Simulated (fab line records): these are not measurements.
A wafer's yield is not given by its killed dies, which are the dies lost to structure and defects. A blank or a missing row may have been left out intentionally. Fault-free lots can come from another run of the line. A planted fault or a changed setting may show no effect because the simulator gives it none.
Which tool was responsible? / flow berkeleyCmos170 / 7 lots with 21 wafers sampled at 2 steps, on a route of 331 steps

## WHAT THE GAUGES READ, wafer by wafer
UCB170_M2_RS_MEAS_02: measurement is done with a four-point probe.
lot=L804; measured=day 9 12:32; on=filmMetro-03; M2_AL_RS (ohm/sq)=0.0320 0.0321 0.0322
lot=L805; measured=day 10 01:19; on=filmMetro-01; M2_AL_RS (ohm/sq)=0.0319 0.0319 0.0320
lot=L807; measured=day 10 02:49; on=filmMetro-01; M2_AL_RS (ohm/sq)=- - -
lot=L808; measured=day 10 18:53; on=filmMetro-03; M2_AL_RS (ohm/sq)=0.0316 0.0318 0.0317
lot=L814; measured=day 11 19:31; on=filmMetro-02; M2_AL_RS (ohm/sq)=0.0318 0.0314 0.0316
lot=L817; measured=day 12 23:14; on=filmMetro-01; M2_AL_RS (ohm/sq)=0.0321 0.0318 0.0323
lot=L822; measured=day 13 15:05; on=filmMetro-03; M2_AL_RS (ohm/sq)=0.0321 0.0317 0.0319

## EACH LOT AND THE TOOL THAT RAN IT (in order: tool; ch and the chambers of the sampled wafers; start)
lot=L804; UCB170_M2_SPUTTER_01=pvdSputter-03, day 9 12:26
lot=L805; UCB170_M2_SPUTTER_01=pvdSputter-02, day 10 01:13
lot=L807; UCB170_M2_SPUTTER_01=pvdSputter-01, day 10 02:44
lot=L808; UCB170_M2_SPUTTER_01=pvdSputter-03, day 10 18:46
lot=L814; UCB170_M2_SPUTTER_01=pvdSputter-02, day 11 19:26
lot=L817; UCB170_M2_SPUTTER_01=pvdSputter-03, day 12 23:08
lot=L822; UCB170_M2_SPUTTER_01=pvdSputter-03, day 13 14:59
- UCB170_M2_SPUTTER_01: material Al, target thk 900 nm, time 120 s.

## THE ANSWER, worked out from the rows above alone
Rule: what is usual is taken from the lots themselves. The widest of any qualifying gaps counts: lots, ordered by their means at a reading, are off when they make up no more than a third of the lots, leave a main group of 4 or more, and stand apart from it by 3 or more times the standard deviation of that group's means. Not used: any main group whose means are identical at the precision the tables above print for the reading. A lot without any number at a reading at which 4 lots or more have one is off too. Where the step has rows for the other lots, those lots are counted as sound.
Off: L807, at UCB170_M2_RS_MEAS_02 (M2_AL_RS). Without a number there: L807. The main group: mean 0.0319 ohm/sq, standard deviation 0.00018.
If a tool, at a process step before that reading, ran all the lots that are off and no sound lot after the first of them, it fits. Those tools and the gauges at UCB170_M2_RS_MEAS_02 are tried in the same way. One fits: UCB170_M2_SPUTTER_01 on pvdSputter-01. It ran no sound lot before its first lot that is off in this sample, so the start can't be narrowed down.

## WHAT HAD BEEN PUT IN BY THE SIMULATOR
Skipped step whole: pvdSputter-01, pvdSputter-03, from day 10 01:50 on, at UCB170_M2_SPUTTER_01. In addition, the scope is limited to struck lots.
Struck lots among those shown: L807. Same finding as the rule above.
